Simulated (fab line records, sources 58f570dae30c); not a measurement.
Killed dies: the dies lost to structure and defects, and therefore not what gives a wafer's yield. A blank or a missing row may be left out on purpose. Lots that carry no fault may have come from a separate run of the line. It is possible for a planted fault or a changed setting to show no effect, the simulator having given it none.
fab line records	flow berkeley-cmos170
[record] lots = 5	wafers = 23
route steps=331 shown START@3 NWELL@21 ACTIVE@65 PFIELD@86 SCREENOX@101 NVT@111 PVT@116 GATE@133
start-h: the number of hours between the record's first day and the start of the first shown wafer of the lot	wait-h: hours from the lot's prior step to this one	" the same as in the row above	L1.1+2: several wafers, shown together as one row	- value missing, or start not given	* or withheld: withheld	< > ~ a bound
route shown NAME@n: a module of which the file shows steps, and the number in the route of the first	usual: mean/standard deviation taken from wafers without a fault	same: alike in all rows	chamber/n: place in a boat	sites: each site's reading	_std_site: how widely they spread, as a standard deviation	_edge_site: mean of outer sites minus mean of inner sites	radius-mm: how far each site lies from the wafer's centre	mask NAME#n: copy n	behind: tool/chamber where the wafer was last shaped	hold: cause of the lot's hold/its duration in hours/its outcome	device: whichever transistor did not switch (one of n, p or np)	end of line: the tests these same wafers got at the end of their route	for a step that has no rows: nothing shown but its recipe	killed: dies lost to structure and defects at the first sort, not the wafer's yield	map: shows each die of a wafer: x if killed, . if not, _ if none is there
set.NAME: the setting as run; set.NAME@STEP: as run at that earlier step	model.NAME: the simulator's own value behind a step, which no gauge read
one table per step and one row per wafer, for lots whose settings were changed on purpose
[[steps]]
[step UCB170_START_OXIDATION_02]
[recipe] temp-c = 950	ambient = O2	target-thk-a = 200	ox-time-s = 1800
lot.wafer	tool	chamber	start-h	wait-h	set.ox-time-s	model.SiO2_of_START_OXIDATION_02.thk-nm
L074.1	-	-	-	3.1	1800	19.73
L074.2+3	"	-	"	"	1800	19.98
L074.5	"	-	"	"	1800	19.55
L074.6	"	-	"	"	1800	20.08
L075.2	furnace-04	0	20.70	5.6	1800	20.33
L075.3	"	0	"	"	1800	20.21
L075.5	"	0	"	"	1800	19.93
L077.2	-	-	-	3.2	1549	17.94
L077.3	"	-	"	"	1549	18.14
L077.4	"	-	"	"	1549	18.35
L077.5	"	-	"	"	1549	18.46
L077.6	"	-	"	"	1549	18.29
L084.1	-	-	-	3.9	1800	20.04
L084.2	"	-	"	"	1800	20.64
L084.3	"	-	"	"	1800	20.08
L084.4	"	-	"	"	1800	20.3
L084.6	"	-	"	"	1800	20.01
L085.1	-	-	-	4.0	2054	21.61
L085.2	"	-	"	"	2054	21.86
L085.3	"	-	"	"	2054	21.65
L085.5	"	-	"	"	2054	21.79
L085.6	"	-	"	"	2054	21.52
[step UCB170_START_THK_MEAS_03]
[recipe] reads = SiO2_of_START_OXIDATION_02
[usual] START_OXIDE_THK = 20.05/0.23
lot.wafer	tool	chamber	start-h	wait-h	set.ox-time-s@START_OXIDATION_02	START_OXIDE_THK[nm]
L074.1	film-metro-04	-	-	-	1800	19.74
L074.2	"	-	"	"	1800	19.96
L074.3	"	-	"	"	1800	19.96
L074.5	"	-	"	"	1800	19.58
L074.6	"	-	"	"	1800	20.10
L075.2	film-metro-02	-	22.21	0.0	1800	20.36
L075.3	"	-	"	"	1800	20.23
L075.5	"	-	"	"	1800	19.85
L077.2	film-metro-03	-	-	-	1549	17.91
L077.3	"	-	"	"	1549	18.08
L077.4	"	-	"	"	1549	18.33
L077.5	"	-	"	"	1549	18.48
L077.6	"	-	"	"	1549	18.29
L084.1	film-metro-04	-	-	-	1800	20.03
L084.2	"	-	"	"	1800	20.64
L084.3	"	-	"	"	1800	20.05
L084.4	"	-	"	"	1800	20.31
L084.6	"	-	"	"	1800	19.98
L085.1	film-metro-04	-	-	-	2054	21.56
L085.2	"	-	"	"	2054	21.87
L085.3	"	-	"	"	2054	21.63
L085.5	"	-	"	"	2054	21.78
L085.6	"	-	"	"	2054	21.49
[step UCB170_NWELL_COAT_07]
[recipe] resist = KrF	spin-rpm = 1500	resist-thk-nm = 900
lot.wafer	tool	chamber	start-h	wait-h	set.resist-thk-nm	model.KrF_of_NWELL_COAT_07.thk-nm
L074.1	litho-track-02	0	36.97	0.1	878.2	876.8
L074.2	"	0	"	"	878.2	878.1
L074.3	"	0	"	"	900	900.2
L074.5	"	0	"	"	900	898.4
L074.6	"	0	"	"	900	897.2
L075.2	litho-track-02	0	43.76	0.1	900	902.1
L075.3	"	0	"	"	900	899.2
L075.5	"	0	"	"	900	898.7
L077.2	litho-track-01	0	52.77	0.1	900	902
L077.3	"	0	"	"	951.2	955.4
L077.4	"	0	"	"	900	903.8
L077.5	"	0	"	"	951.2	953.2
L077.6	"	0	"	"	951.2	956.8
L084.1	litho-track-01	0	85.31	0.1	920.1	920.9
L084.2	"	0	"	"	900	901.7
L084.3	"	0	"	"	920.1	923.5
L084.4	"	0	"	"	900	902.3
L084.6	"	0	"	"	900	901.2
L085.1	litho-track-02	0	93.30	0.1	872.1	872.4
L085.2	"	0	"	"	872.1	872.2
L085.3	"	0	"	"	872.1	873.7
L085.5	"	0	"	"	900	901.8
L085.6	"	0	"	"	900	902.6
[step UCB170_NWELL_SOFTBAKE_08]
[recipe] resist = KrF	temp-c = 130	time-s = 60
[step UCB170_NWELL_EXPOSE_09]
[recipe] mask-id = NWELL	target-cd-nm = 3000	na = 0.5	sigma-outer = 0.6	source-shape = conventional	dose-mj = 25
[step UCB170_NWELL_DEVELOP_11]
[recipe] developer = TMAH	develop-time-s = 45	resist = KrF	dev-temp-c = 21
[step UCB170_NWELL_ETCH_13]
[recipe] chemistry = CH3F/Ar/O2	target = Si3N4	stop-on = SiO2	CH3F_flow_sccm = 20	Ar_flow_sccm = 50	O2_flow_sccm = 7	pressure-mtorr = 50	rf-w = 450	target-depth-a = 2464	over-etch-frac = 0.1	time-s = 154
lot.wafer	tool	chamber	start-h	wait-h	set.resist-thk-nm@NWELL_COAT_07	model.KrF_of_NWELL_COAT_07.thk-nm
L074.1	rie-diel-02	1	37.70	0.0	878.2	699.7
L074.2	"	0	"	"	878.2	701
L074.3	"	2	"	"	900	723.8
L074.5	"	2	"	"	900	721.3
L074.6	"	3	"	"	900	723
L075.2	rie-diel-04	0	44.84	0.0	900	720.5
L075.3	"	1	"	"	900	718.8
L075.5	"	3	"	"	900	719
L077.2	rie-diel-02	0	53.48	0.0	900	725.1
L077.3	"	2	"	"	951.2	776.3
L077.4	"	3	"	"	900	729.1
L077.5	"	0	"	"	951.2	775
L077.6	"	1	"	"	951.2	780.2
L084.1	rie-diel-04	1	86.17	0.0	920.1	741.5
L084.2	"	3	"	"	900	723.4
L084.3	"	0	"	"	920.1	744.9
L084.4	"	2	"	"	900	723.6
L084.6	"	2	"	"	900	721.7
L085.1	rie-diel-02	2	94.56	0.0	872.1	693.7
L085.2	"	1	"	"	872.1	695.3
L085.3	"	3	"	"	872.1	698.7
L085.5	"	3	"	"	900	726.9
L085.6	"	0	"	"	900	725.7
[step UCB170_NWELL_IMPLANT_14]
[recipe] species = P	dose-cm2 = 1e+13	energy-kev = 150	tilt-deg = 7
lot.wafer	tool	chamber	start-h	wait-h	set.dose-cm2
L074.1+3+5	implanter-03	0	37.80	0.1	1e+13
L074.2+6	"	0	"	"	1.043e+13
L075.2+3+5	implanter-03	0	44.97	0.1	1e+13
L077.2+3+4	implanter-02	0	53.60	0.1	9.339e+12
L077.5+6	"	0	"	"	1e+13
L084.1+2+6	implanter-01	0	86.27	0.1	1e+13
L084.3+4	"	0	"	"	9.563e+12
L085.1+2+3+5+6	implanter-03	0	94.66	0.1	1e+13
[step UCB170_NWELL_STRIP_15]
[recipe] chemistry = O2	power-w = 400	pressure-mtorr = 3500	platen-temp-c = withheld	o2-flow-sccm = 400	overash-fraction = 0.5
[usual] strip-time-to-endpoint-s = 18.06/0.066
lot.wafer	tool	chamber	start-h	wait-h	set.resist-thk-nm@NWELL_COAT_07	strip-time-to-endpoint-s
L074.1	plasma-asher-03	0	37.95	0.1	878.2	17.48
L074.2	"	1	"	"	878.2	17.52
L074.3	"	1	"	"	900	18.08
L074.5	"	0	"	"	900	18.03
L074.6	"	1	"	"	900	18.05
L075.2	plasma-asher-02	0	45.09	0.1	900	17.99
L075.3	"	1	"	"	900	17.95
L075.5	"	0	"	"	900	17.98
L077.2	plasma-asher-04	0	53.73	0.1	900	18.11
L077.3	"	1	"	"	951.2	19.31
L077.4	"	0	"	"	900	18.18
L077.5	"	0	"	"	951.2	19.31
L077.6	"	1	"	"	951.2	19.43
L084.1	plasma-asher-02	0	86.42	0.1	920.1	18.52
L084.2	"	1	"	"	900	18.06
L084.3	"	1	"	"	920.1	18.59
L084.4	"	0	"	"	900	18.06
L084.6	"	0	"	"	900	18.02
L085.1	plasma-asher-04	1	94.81	0.1	872.1	17.34
L085.2	"	0	"	"	872.1	17.38
L085.3	"	1	"	"	872.1	17.49
L085.5	"	1	"	"	900	18.15
L085.6	"	0	"	"	900	18.11
[step UCB170_NWELL_TW_MEAS_16]
[usual] NWELL_TW = 1253/6.8
lot.wafer	tool	chamber	start-h	wait-h	set.dose-cm2@NWELL_IMPLANT_14	NWELL_TW
L074.1	film-metro-04	-	38.05	0.1	1e+13	1257
L074.2	"	-	"	"	1.043e+13	1273
L074.3	"	-	"	"	1e+13	1258
L074.5	"	-	"	"	1e+13	1247
L074.6	"	-	"	"	1.043e+13	1270
L075.2	film-metro-04	-	45.20	0.1	1e+13	1249
L075.3	"	-	"	"	1e+13	1244
L075.5	"	-	"	"	1e+13	1252
L077.2	film-metro-04	-	53.84	0.1	9.339e+12	1211
L077.3	"	-	"	"	9.339e+12	1223
L077.4	"	-	"	"	9.339e+12	1213
L077.5	"	-	"	"	1e+13	1252
L077.6	"	-	"	"	1e+13	1241
L084.1	film-metro-04	-	86.52	0.1	1e+13	1254
L084.2	"	-	"	"	1e+13	1252
L084.3	"	-	"	"	9.563e+12	1236
L084.4	"	-	"	"	9.563e+12	1236
L084.6	"	-	"	"	1e+13	1257
L085.1	film-metro-04	-	95.13	0.3	1e+13	1247
L085.2	"	-	"	"	1e+13	1258
L085.3	"	-	"	"	1e+13	1254
L085.5	"	-	"	"	1e+13	1250
L085.6	"	-	"	"	1e+13	1248
[step UCB170_ACTIVE_CVD_05]
[recipe] material = Si3N4	target-thk-nm = 220	temp-c = 800	precursor = SiH2Cl2/NH3	time-s = 3300	pressure-mtorr = 200	sih2cl2-flow-sccm = 25	nh3-flow-sccm = 75
lot.wafer	tool	chamber	start-h	wait-h	set.time-s	model.Si3N4_of_ACTIVE_CVD_05.thk-nm
L074.1	-	-	-	0.0	3300	220.7
L074.2	"	-	"	"	3300	220.1
L074.3	"	-	"	"	3300	219.7
L074.5	"	-	"	"	3300	221.4
L074.6	"	-	"	"	3300	221.2
L075.2	lpcvd-01	1	99.54	0.7	3300	218.2
L075.3	"	1	"	"	3300	218.6
L075.5	"	1	"	"	3300	216.2
L077.2	-	-	-	0.7	2865	194.5
L077.3	"	-	"	"	2865	195.1
L077.4	"	-	"	"	2865	193
L077.5	"	-	"	"	2865	193.6
L077.6	"	-	"	"	2865	195.2
L084.1	-	-	-	0.0	2964	199.4
L084.2	"	-	"	"	2964	199.1
L084.3	"	-	"	"	2964	198.9
L084.4	"	-	"	"	2964	199.5
L084.6	"	-	"	"	2964	199.3
L085.1	-	-	-	0.0	2847	189.9
L085.2	"	-	"	"	2847	188.8
L085.3	"	-	"	"	2847	188.5
L085.5	"	-	"	"	2847	188.3
L085.6	"	-	"	"	2847	186.8
[step UCB170_ACTIVE_THK_MEAS_06]
[recipe] reads = Si3N4_of_ACTIVE_CVD_05
[usual] ACTIVE_NITRIDE_THK = 220.2/2
lot.wafer	tool	chamber	start-h	wait-h	set.time-s@ACTIVE_CVD_05	ACTIVE_NITRIDE_THK[nm]
L074.1	film-metro-02	-	-	-	3300	220.5
L074.2	"	-	"	"	3300	220.2
L074.3	"	-	"	"	3300	219.7
L074.5	"	-	"	"	3300	221.4
L074.6	"	-	"	"	3300	221.2
L077.2	film-metro-04	-	-	-	2865	194.6
L077.3	"	-	"	"	2865	195.1
L077.4	"	-	"	"	2865	192.9
L077.5	"	-	"	"	2865	193.5
L077.6	"	-	"	"	2865	195.2
L075.2	film-metro-04	-	101.53	0.1	3300	218.2
L075.3	"	-	"	"	3300	218.5
L075.5	"	-	"	"	3300	216.3
L084.1	film-metro-03	-	-	-	2964	199.4
L084.2	"	-	"	"	2964	199.1
L084.3	"	-	"	"	2964	198.8
L084.4	"	-	"	"	2964	199.6
L084.6	"	-	"	"	2964	199.4
L085.1	film-metro-03	-	-	-	2847	189.9
L085.2	"	-	"	"	2847	188.8
L085.3	"	-	"	"	2847	188.5
L085.5	"	-	"	"	2847	188.3
L085.6	"	-	"	"	2847	186.8
[step UCB170_ACTIVE_DEVELOP_12]
[recipe] developer = TMAH	develop-time-s = 45	resist = KrF	dev-temp-c = 21
lot.wafer	tool	chamber	start-h	wait-h	set.dev-temp-c
L074.1+6	litho-track-03	0	-	-	21
L074.2+3+5	"	0	"	"	19.69
L077.2+6	litho-track-01	0	-	-	21
L077.3+4+5	"	0	"	"	18.12
L075.2+3+5	litho-track-01	0	-	-	21
L084.1+4	litho-track-03	0	-	-	21
L084.2+3+6	"	0	"	"	18.58
L085.1+2+6	litho-track-01	0	-	-	18.76
L085.3+5	"	0	"	"	21
[step UCB170_ACTIVE_ETCH_15]
[recipe] chemistry = CH3F/Ar/O2	target = Si3N4	stop-on = SiO2	CH3F_flow_sccm = 20	Ar_flow_sccm = 50	O2_flow_sccm = 7	pressure-mtorr = 50	rf-w = 450	target-depth-a = 2420	over-etch-frac = 0.1	time-s = 151
lot.wafer	tool	chamber	start-h	wait-h	set.time-s@ACTIVE_CVD_05	model.etch.depth-nm
L074.1	rie-diel-01	0	92.63	0.0	3300	220.7
L074.2	"	3	"	"	3300	220.1
L074.3	"	2	"	"	3300	219.7
L074.5	"	3	"	"	3300	221.4
L074.6	"	2	"	"	3300	221.2
L077.2	rie-diel-01	2	102.85	0.0	2865	194.5
L077.3	"	0	"	"	2865	195.1
L077.4	"	1	"	"	2865	193
L077.5	"	1	"	"	2865	193.6
L077.6	"	2	"	"	2865	195.2
L075.2	rie-diel-02	0	103.58	0.0	3300	218.2
L075.3	"	2	"	"	3300	218.6
L075.5	"	2	"	"	3300	216.2
L084.1	rie-diel-02	0	143.35	0.0	2964	199.4
L084.2	"	1	"	"	2964	199.1
L084.3	"	3	"	"	2964	198.9
L084.4	"	3	"	"	2964	199.5
L084.6	"	1	"	"	2964	199.3
L085.1	rie-diel-04	1	143.61	0.0	2847	189.9
L085.2	"	3	"	"	2847	188.8
L085.3	"	0	"	"	2847	188.5
L085.5	"	0	"	"	2847	188.3
L085.6	"	1	"	"	2847	186.8
[step UCB170_PFIELD_IMPLANT_07]
[recipe] species = B	dose-cm2 = 2e+13	energy-kev = 80	tilt-deg = 7
lot.wafer	tool	chamber	start-h	wait-h	set.dose-cm2
L074.1+2+3	implanter-04	0	94.10	0.0	2e+13
L074.5+6	"	0	"	"	2.116e+13
L077.2+3+4+5+6	implanter-01	0	104.55	0.0	2e+13
L075.2+3+5	implanter-01	0	107.77	0.0	2e+13
L084.1+6	implanter-01	0	145.62	0.0	2e+13
L084.2+3+4	"	0	"	"	2.144e+13
L085.1+5	implanter-04	0	145.74	0.0	1.892e+13
L085.2+3+6	"	0	"	"	2e+13
[step UCB170_PFIELD_STRIP_08]
[recipe] chemistry = O2	power-w = 400	pressure-mtorr = 3500	platen-temp-c = withheld	o2-flow-sccm = 400	overash-fraction = 0.5
[step UCB170_PFIELD_TW_MEAS_09]
[usual] PFIELD_TW = 603.4/2.7
lot.wafer	tool	chamber	start-h	wait-h	set.dose-cm2@PFIELD_IMPLANT_07	PFIELD_TW
L074.1	film-metro-03	-	94.35	0.1	2e+13	610.5
L074.2	"	-	"	"	2e+13	605.3
L074.3	"	-	"	"	2e+13	608.0
L074.5	"	-	"	"	2.116e+13	620.4
L074.6	"	-	"	"	2.116e+13	619.5
L077.2	film-metro-03	-	104.78	0.1	2e+13	608.7
L077.3	"	-	"	"	2e+13	600.7
L077.4	"	-	"	"	2e+13	602.2
L077.5	"	-	"	"	2e+13	602.0
L077.6	"	-	"	"	2e+13	600.2
L075.2	film-metro-03	-	108.00	0.1	2e+13	602.5
L075.3	"	-	"	"	2e+13	602.1
L075.5	"	-	"	"	2e+13	597.9
L084.1	film-metro-03	-	145.87	0.1	2e+13	607.7
L084.2	"	-	"	"	2.144e+13	617.4
L084.3	"	-	"	"	2.144e+13	618.6
L084.4	"	-	"	"	2.144e+13	618.2
L084.6	"	-	"	"	2e+13	606.3
L085.1	film-metro-04	-	145.99	0.1	1.892e+13	594.0
L085.2	"	-	"	"	2e+13	602.0
L085.3	"	-	"	"	2e+13	600.7
L085.5	"	-	"	"	1.892e+13	592.0
L085.6	"	-	"	"	2e+13	600.7
[step UCB170_SCREENOX_OXIDATION_01]
[recipe] temp-c = 900	ambient = O2	target-thk-a = 144	ox-time-s = 2400
lot.wafer	tool	chamber	start-h	wait-h	set.ox-time-s	model.SiO2_of_SCREENOX_OXIDATION_01.thk-nm
L074.1+2	-	-	-	5.6	2615	15.01
L074.3	"	-	"	"	2615	14.97
L074.5	"	-	"	"	2615	15.02
L074.6	"	-	"	"	2615	15
L075.2	furnace-01	0	130.56	2.4	2400	14.23
L075.3	"	0	"	"	2400	14.51
L075.5	"	0	"	"	2400	14.24
L077.2	-	-	-	2.4	2242	13.63
L077.3	"	-	"	"	2242	13.34
L077.4	"	-	"	"	2242	13.52
L077.5	"	-	"	"	2242	13.5
L077.6	"	-	"	"	2242	13.49
L084.1	-	-	-	4.2	2286	14.06
L084.2	"	-	"	"	2286	13.92
L084.3	"	-	"	"	2286	13.77
L084.4	"	-	"	"	2286	13.73
L084.6	"	-	"	"	2286	14.08
L085.1	-	-	-	4.2	2490	14.46
L085.2	"	-	"	"	2490	14.47
L085.3	"	-	"	"	2490	14.74
L085.5	"	-	"	"	2490	14.5
L085.6	"	-	"	"	2490	14.51
[step UCB170_SCREENOX_THK_MEAS_02]
[recipe] reads = SiO2_of_SCREENOX_OXIDATION_01
[usual] SCREENOX_OXIDE_THK = 14.25/0.22
lot.wafer	tool	chamber	start-h	wait-h	set.ox-time-s@SCREENOX_OXIDATION_01	SCREENOX_OXIDE_THK[nm]
L074.1	film-metro-02	-	-	-	2615	14.98
L074.2	"	-	"	"	2615	14.99
L074.3	"	-	"	"	2615	15.01
L074.5	"	-	"	"	2615	15.00
L074.6	"	-	"	"	2615	15.01
L075.2	film-metro-04	-	132.24	0.0	2400	14.20
L075.3	"	-	"	"	2400	14.50
L075.5	"	-	"	"	2400	14.24
L077.2	film-metro-03	-	-	-	2242	13.65
L077.3	"	-	"	"	2242	13.31
L077.4	"	-	"	"	2242	13.53
L077.5	"	-	"	"	2242	13.52
L077.6	"	-	"	"	2242	13.51
L084.1	film-metro-02	-	-	-	2286	14.07
L084.2	"	-	"	"	2286	13.95
L084.3	"	-	"	"	2286	13.77
L084.4	"	-	"	"	2286	13.69
L084.6	"	-	"	"	2286	14.08
L085.1	film-metro-04	-	-	-	2490	14.43
L085.2	"	-	"	"	2490	14.36
L085.3	"	-	"	"	2490	14.71
L085.5	"	-	"	"	2490	14.48
L085.6	"	-	"	"	2490	14.56
[step UCB170_NVT_IMPLANT_07]
[recipe] species = BF2	dose-cm2 = 3e+12	energy-kev = 50	tilt-deg = 7
lot.wafer	tool	chamber	start-h	wait-h	set.energy-kev	model.implant.rp-nm	model.implant.drp-nm
L074.1+3	implanter-04	0	126.79	0.0	51.37	37.6	18.94
L074.2+5+6	"	0	"	"	50	36.61	18.57
L077.2+3+4+5+6	implanter-04	0	140.65	0.0	50	37.52	18.57
L075.2+3+5	implanter-04	0	140.80	0.1	50	36.72	18.57
L085.1+3	implanter-03	0	182.10	0.0	47.65	35.07	17.94
L085.2+5+6	"	0	"	"	50	36.77	18.57
L084.1+3	implanter-02	0	182.38	0.0	50	37.43	18.57
L084.2+4+6	"	0	"	"	47.96	35.92	18.02
[step UCB170_PVT_COAT_01]
[recipe] resist = KrF	spin-rpm = 1500	resist-thk-nm = 900
lot.wafer	tool	chamber	start-h	wait-h	set.resist-thk-nm	model.KrF_of_PVT_COAT_01.thk-nm
L074.1	litho-track-03	0	128.34	0.1	900	902.9
L074.2	"	0	"	"	853	856.1
L074.3	"	0	"	"	853	859.2
L074.5	"	0	"	"	900	902.4
L074.6	"	0	"	"	900	906.5
L077.2	litho-track-03	0	141.30	0.1	900	902.2
L077.3	"	0	"	"	900	901.4
L077.4	"	0	"	"	900	905.1
L077.5	"	0	"	"	900	903
L077.6	"	0	"	"	900	903.9
L075.2+3	litho-track-01	0	141.45	0.1	900	902.3
L075.5	"	0	"	"	900	903.9
L084.1	litho-track-01	0	185.34	0.1	900	898.1
L084.2	"	0	"	"	900	894.5
L084.3	"	0	"	"	900	897.3
L084.4+6	"	0	"	"	884.2	881.7
L085.1	litho-track-03	0	185.47	0.1	852.5	851.9
L085.2	"	0	"	"	900	899.6
L085.3	"	0	"	"	900	903.8
L085.5	"	0	"	"	852.5	851.6
L085.6	"	0	"	"	852.5	855.3
[step UCB170_PVT_SOFTBAKE_02]
[recipe] resist = KrF	temp-c = 130	time-s = 60
[step UCB170_PVT_EXPOSE_03]
[recipe] mask-id = NWELL	target-cd-nm = 3000	na = 0.5	sigma-outer = 0.6	source-shape = conventional	dose-mj = 30
[step UCB170_PVT_IMPLANT_07]
[recipe] species = P	dose-cm2 = 2e+12	energy-kev = 30	tilt-deg = 7
[step UCB170_PVT_STRIP_08]
[recipe] chemistry = O2	power-w = 400	pressure-mtorr = 3500	platen-temp-c = withheld	o2-flow-sccm = 400	overash-fraction = 0.5
[usual] strip-time-to-endpoint-s = 21.63/0.065
lot.wafer	tool	chamber	start-h	wait-h	set.resist-thk-nm@PVT_COAT_01	strip-time-to-endpoint-s
L074.1	plasma-asher-01	0	129.55	0.1	900	21.70
L074.2	"	1	"	"	853	20.58
L074.3	"	1	"	"	853	20.64
L074.5	"	1	"	"	900	21.70
L074.6	"	0	"	"	900	21.78
L077.2	plasma-asher-01	1	142.15	0.1	900	21.67
L077.3	"	0	"	"	900	21.66
L077.4	"	1	"	"	900	21.74
L077.5	"	1	"	"	900	21.72
L077.6	"	0	"	"	900	21.72
L075.2	plasma-asher-04	1	142.64	0.1	900	21.70
L075.3	"	1	"	"	900	21.67
L075.5	"	0	"	"	900	21.71
L084.1	plasma-asher-02	0	186.71	0.1	900	21.58
L084.2	"	1	"	"	900	21.49
L084.3	"	1	"	"	900	21.57
L084.4	"	0	"	"	884.2	21.17
L084.6	"	0	"	"	884.2	21.18
L085.1	plasma-asher-04	1	186.98	0.1	852.5	20.48
L085.2	"	0	"	"	900	21.61
L085.3	"	0	"	"	900	21.71
L085.5	"	0	"	"	852.5	20.48
L085.6	"	1	"	"	852.5	20.58
[step UCB170_GATE_COAT_07]
[recipe] resist = KrF	spin-rpm = 1500	resist-thk-nm = 900
lot.wafer	tool	chamber	start-h	wait-h	set.spin-rpm	model.KrF_of_GATE_COAT_07.thk-nm
L074.1	litho-track-03	0	-	-	1500	897.3
L074.2	"	0	"	"	1500	897.9
L074.3	"	0	"	"	1500	896.4
L074.5	"	0	"	"	1500	897.1
L074.6	"	0	"	"	1500	895.8
L077.2	litho-track-01	0	-	-	1592	870.7
L077.3	"	0	"	"	1500	900
L077.4	"	0	"	"	1592	873.7
L077.5	"	0	"	"	1500	899.6
L077.6	"	0	"	"	1592	872
L075.2	litho-track-02	0	-	-	1500	903.7
L075.3	"	0	"	"	1500	903.2
L075.5	"	0	"	"	1500	899.2
L085.1	litho-track-03	0	-	-	1500	896.7
L085.2	"	0	"	"	1608	867.6
L085.3	"	0	"	"	1608	865.3
L085.5	"	0	"	"	1608	868.3
L085.6	"	0	"	"	1500	898.4
L084.1	litho-track-02	0	-	-	1500	898.9
L084.2	"	0	"	"	1500	897.7
L084.3	"	0	"	"	1500	902.7
L084.4	"	0	"	"	1500	899.1
L084.6	"	0	"	"	1500	900.5
[[key]]
[split] step = UCB170_START_OXIDATION_02	setting = ox-time-s	stated = 1800	by = lot
[response] step = UCB170_START_OXIDATION_02	reading = model.SiO2_of_START_OXIDATION_02.thk-nm	change = +0.123	per = 1%	r = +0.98
[response] step = UCB170_START_THK_MEAS_03	reading = START_OXIDE_THK	change = +0.123	per = 1%	r = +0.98
[split] step = UCB170_NWELL_COAT_07	setting = resist-thk-nm	stated = 900	by = wafer
[response] step = UCB170_NWELL_COAT_07	reading = model.KrF_of_NWELL_COAT_07.thk-nm	change = +9.18	per = 1%	r = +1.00
[response] step = UCB170_NWELL_ETCH_13	reading = model.KrF_of_NWELL_COAT_07.thk-nm	change = +9.06	per = 1%	r = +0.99
[response] step = UCB170_NWELL_STRIP_15	reading = strip-time-to-endpoint-s	change = *	per = 1%	r = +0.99
[split] step = UCB170_NWELL_IMPLANT_14	setting = dose-cm2	stated = 1e+13	by = wafer
[response] step = UCB170_NWELL_TW_MEAS_16	reading = NWELL_TW	change = +4.38	per = 1%	r = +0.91
[split] step = UCB170_ACTIVE_CVD_05	setting = time-s	stated = 3300	by = lot
[response] step = UCB170_ACTIVE_CVD_05	reading = model.Si3N4_of_ACTIVE_CVD_05.thk-nm	change = +2.09	per = 1%	r = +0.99
[response] step = UCB170_ACTIVE_THK_MEAS_06	reading = ACTIVE_NITRIDE_THK	change = +2.09	per = 1%	r = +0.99
[response] step = UCB170_ACTIVE_ETCH_15	reading = model.etch.depth-nm	change = +2.09	per = 1%	r = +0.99
[split] step = UCB170_ACTIVE_DEVELOP_12	setting = dev-temp-c	stated = 21	by = wafer
response none clear
[split] step = UCB170_PFIELD_IMPLANT_07	setting = dose-cm2	stated = 2e+13	by = wafer
[response] step = UCB170_PFIELD_TW_MEAS_09	reading = PFIELD_TW	change = +1.69	per = 1%	r = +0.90
[split] step = UCB170_SCREENOX_OXIDATION_01	setting = ox-time-s	stated = 2400	by = lot
[response] step = UCB170_SCREENOX_OXIDATION_01	reading = model.SiO2_of_SCREENOX_OXIDATION_01.thk-nm	change = +0.0901	per = 1%	r = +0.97
[response] step = UCB170_SCREENOX_THK_MEAS_02	reading = SCREENOX_OXIDE_THK	change = +0.0886	per = 1%	r = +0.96
[split] step = UCB170_NVT_IMPLANT_07	setting = energy-kev	stated = 50	by = wafer
[response] step = UCB170_NVT_IMPLANT_07	reading = model.implant.rp-nm	change = +0.366	per = 1%	r = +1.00
[response] step = UCB170_NVT_IMPLANT_07	reading = model.implant.drp-nm	change = +0.134	per = 1%	r = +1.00
[split] step = UCB170_PVT_COAT_01	setting = resist-thk-nm	stated = 900	by = wafer
[response] step = UCB170_PVT_COAT_01	reading = model.KrF_of_PVT_COAT_01.thk-nm	change = +9.02	per = 1%	r = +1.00
[response] step = UCB170_PVT_STRIP_08	reading = strip-time-to-endpoint-s	change = *	per = 1%	r = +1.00
[split] step = UCB170_GATE_COAT_07	setting = spin-rpm	stated = 1500	by = wafer
[response] step = UCB170_GATE_COAT_07	reading = model.KrF_of_GATE_COAT_07.thk-nm	change = -4.35	per = 1%	r = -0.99
